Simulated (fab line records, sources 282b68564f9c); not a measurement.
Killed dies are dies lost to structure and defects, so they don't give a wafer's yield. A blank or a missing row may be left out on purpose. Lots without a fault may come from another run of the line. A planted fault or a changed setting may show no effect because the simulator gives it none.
Split-lot experiment | flow rit_cmos | 5 lots, 23 wafers read, on a route of 202 steps

THE SPLIT
At RIT_CONTACT_DEVELOP_07 (develop time 120 s), the setting develop_time_s was moved away from the recipe's 120 s on 10 of the 23 wafers read, by -9.2% to +11.4%. The other wafers ran this setting at the recipe's value.

FROM THE SPLIT TO THE READING: what the file shows between them, 4 steps
- RIT_CONTACT_CD_MEAS_08: target cd 1000 nm
- RIT_CONTACT_HARDBAKE_10: time 60 s
- RIT_CONTACT_ETCH_11: etches SiO2 in CHF3/CF4/Ar, stops on TiSi2, target depth 480 nm, time 320 s
- RIT_CONTACT_STRIP_12: strips in O2, time 180 s

THE READING
cd_nm, in nm, at RIT_CONTACT_CD_MEAS_90 (target cd 1000 nm). Fault-free wafers of this fab line usually give 998.8 nm, standard deviation 1.6 nm.

wafer  | tool, chamber at the split | develop_time_s as run, s | against the recipe | cd_nm, nm | against lot-mates on the recipe
L075.1 | litho_track-03, 0          | 120                      | recipe             | 996.4     | -
L075.3 | litho_track-03, 0          | 126.9                    | +5.8%              | 1002.9    | +6.6
L075.4 | litho_track-03, 0          | 126.9                    | +5.8%              | 1002.4    | +6.1
L075.5 | litho_track-03, 0          | 126.9                    | +5.8%              | 1002.0    | +5.8
L075.6 | litho_track-03, 0          | 120                      | recipe             | 996.1     | -
L076.1 | litho_track-02, 0          | 120                      | recipe             | 1000.5    | -
L076.2 | litho_track-02, 0          | 120                      | recipe             | 1001.6    | -
L076.3 | litho_track-02, 0          | 120                      | recipe             | 1003.6    | -
L076.4 | litho_track-02, 0          | 112.2                    | -6.5%              | 994.1     | -7.8
L076.5 | litho_track-02, 0          | 112.2                    | -6.5%              | 993.6     | -8.3
L079.1 | litho_track-02, 0          | 120                      | recipe             | 1000.5    | -
L079.2 | litho_track-02, 0          | 133.7                    | +11.4%             | 1007.7    | +7.9
L079.3 | litho_track-02, 0          | 133.7                    | +11.4%             | 1007.8    | +8.0
L079.5 | litho_track-02, 0          | 120                      | recipe             | 999.1     | -
L079.6 | litho_track-02, 0          | 133.7                    | +11.4%             | 1007.6    | +7.8
L082.1 | litho_track-01, 0          | 120                      | recipe             | 998.4     | -
L082.2 | litho_track-01, 0          | 109                      | -9.2%              | 991.9     | -7.1
L082.3 | litho_track-01, 0          | 120                      | recipe             | 999.5     | -
L082.4 | litho_track-01, 0          | 120                      | recipe             | 999.0     | -
L082.6 | litho_track-01, 0          | 109                      | -9.2%              | 991.8     | -7.2
L085.1 | litho_track-03, 0          | 120                      | recipe             | 995.7     | -
L085.5 | litho_track-03, 0          | 120                      | recipe             | 996.4     | -
L085.6 | litho_track-03, 0          | 120                      | recipe             | 999.6     | -

THE FIT
A straight line over all 23 wafers: cd_nm changes by +0.752 nm for each +1% of develop_time_s; r = +0.93; the points scatter about the line by 1.8 nm.
The same after taking each lot's own level away (the mean of its wafers on the recipe; 23 wafers): +0.83 nm for each +1%; r = +0.96; scatter 1.4 nm.
On that fit, the largest move of develop_time_s shifts the reading by 9.5 nm.
The lots' own levels span 996.25 to 1001.90 nm, that is 3.5 times the standard deviation above.
So the lot-to-lot level changes the slope little: the two slopes agree.
Check: with one of the wafers moved furthest among these (+11.4%) left out of the fit, the line predicts +9.6 nm for it against its lot-mates. It came out at +7.9 nm against them.

OTHER SPLITS ON THESE WAFERS
These wafers also went through other splits before the reading. Each is held against what the fit with the lots' levels taken away leaves over:
other split on the same wafers   | wafers away from the commonest value | r with cd_nm (lot level and that fit taken away)
RIT_SPACER_CVD_03 pressure_mtorr | 18                                   | +0.31
RIT_PSD_COAT_01 resist_thk_nm    | 5                                    | +0.33
RIT_SDANNEAL_RTA_03 time_s       | 8                                    | +0.45
RIT_SILICIDE_SPUTTER_01 time_s   | 5                                    | +0.08
RIT_CONTACT_CVD_00 rf_w          | 9                                    | +0.15

THE WHOLE CHAIN: every reading that the file lists as answering this split, in the file's order
step                   | what it does                                                                | reading                                                        | change (the file's fit)               | r (the file's)
RIT_CONTACT_CD_MEAS_08 | target cd 1000 nm                                                           | cd_nm                                                          | +0.826 nm for each +1% of the setting | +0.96
RIT_CONTACT_ETCH_11    | etches SiO2 in CHF3/CF4/Ar, stops on TiSi2, target depth 480 nm, time 320 s | CONTACT.cd_nm (the simulator's own value, which no gauge read) | +0.828 nm for each +1% of the setting | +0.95
RIT_CONTACT_CD_MEAS_90 | target cd 1000 nm                                                           | cd_nm                                                          | +0.837 nm for each +1% of the setting | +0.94

THE FILE'S OWN FIT
cd_nm changes by +0.837 nm for each +1% of develop_time_s, r = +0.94.
